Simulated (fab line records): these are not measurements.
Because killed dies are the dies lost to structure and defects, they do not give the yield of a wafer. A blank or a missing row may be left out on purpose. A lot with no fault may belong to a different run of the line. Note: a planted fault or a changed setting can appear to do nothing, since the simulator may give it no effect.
A lot that was struck, set against a sound lot / flow berkeleyCmos170 / 13 out of 331 route steps
Sound: wafers L774.1, L774.3, L774.5. Struck: wafers L784.1, L784.4, L784.6. The cause comes at the end.
Order at every step that has rows: each side's tool, ch and its chambers, its first start. Under that, the readings that differ: sound wafers / struck wafers / difference of the means / sigmas: that difference in standard deviations of wafers without a fault.
alike: readings whose means differ by less than 2 such deviations, and words and numbers that are the same on both sides. not compared: withheld readings, readings that some wafer has no value for, bounds like >300 that may hide the same value, and numbers for which the record gives no deviation and whose values overlap.
Wherever a step has rows on one side only, a row that says differs or no value, or a row with sigmas, the two part there. Non-overlapping numbers with no deviation appear without sigmas and do not part them. Lack of a reading on every wafer of one side parts them only where that side has two or more wafers.

UCB170_NSD_CD_MEAS_06: the cd target is 1200 nm.
  struck on cdSem-02, day 12 03:35; sound on cdSem-02, day 9 23:42
  alike: cdNm
UCB170_NSD_OVL_MEAS_07:
  struck on overlay-01, day 12 03:42; sound on overlay-02, day 9 23:49
  alike: NSD_OVL
after that, 1 step had no rows for these wafers: UCB170_NSD_IMPLANT_08.
UCB170_NSD_STRIP_09: strips in O2.
  sound on plasmaAsher-02 ch 0,1, day 10 00:00; struck on plasmaAsher-04 ch 0,1, day 12 03:53
  alike: drypumpMotorCurrentA, oesProductAu, stripTimeToEndpointS
  not compared: rfHoursCounterH
UCB170_NSD_TW_MEAS_10:
  struck on filmMetro-03, day 12 03:59; sound on filmMetro-04, day 10 00:06
  alike: NSD_TW
then, 4 steps without rows for these wafers: UCB170_NSD_CLEAN_11 (cleans in SPM, time 600 s); UCB170_BACKSIDE_HMDS_00 (prime time 60 s); UCB170_BACKSIDE_COAT_01 (resist thk 900 nm); UCB170_BACKSIDE_SOFTBAKE_02 (time 60 s).
UCB170_BACKSIDE_STRIP_03: strips in O2.
  sound on plasmaAsher-04 ch 0,1, day 10 00:48; struck on plasmaAsher-02 ch 0,1, day 12 05:01
  alike: drypumpMotorCurrentA, oesProductAu, stripTimeToEndpointS
  not compared: rfHoursCounterH
then, 1 step without rows for these wafers: UCB170_BACKSIDE_CLEAN_04 (cleans in SPM, time 600 s).
UCB170_SDANNEAL_RTA_00: time 10 s.
  sound on rtpAnneal-02 ch 0, day 10 01:07; struck on rtpAnneal-02 ch 0, day 12 05:27
  alike: annealTempCMax, chamberO2Ppm, lampPowerPct, wafer_temp_C_max
UCB170_SDANNEAL_RTA_01: time 5 s.
  sound on rtpAnneal-02 ch 0, day 10 01:11; struck on rtpAnneal-02, day 12 05:31
  no value came back on the struck wafers for annealTempCMax, chamberO2Ppm, lampPowerPct (%), wafer_temp_C_max; on the sound wafers annealTempCMax reads 1056.9 1056.2 1055.5

== WHERE THEY PART ==
Only at UCB170_SDANNEAL_RTA_01, as far as this record shows.

WHY: what had been put in by the simulator
Beginning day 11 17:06, the whole step at UCB170_SDANNEAL_RTA_01 was skipped on rtpAnneal-02. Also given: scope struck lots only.
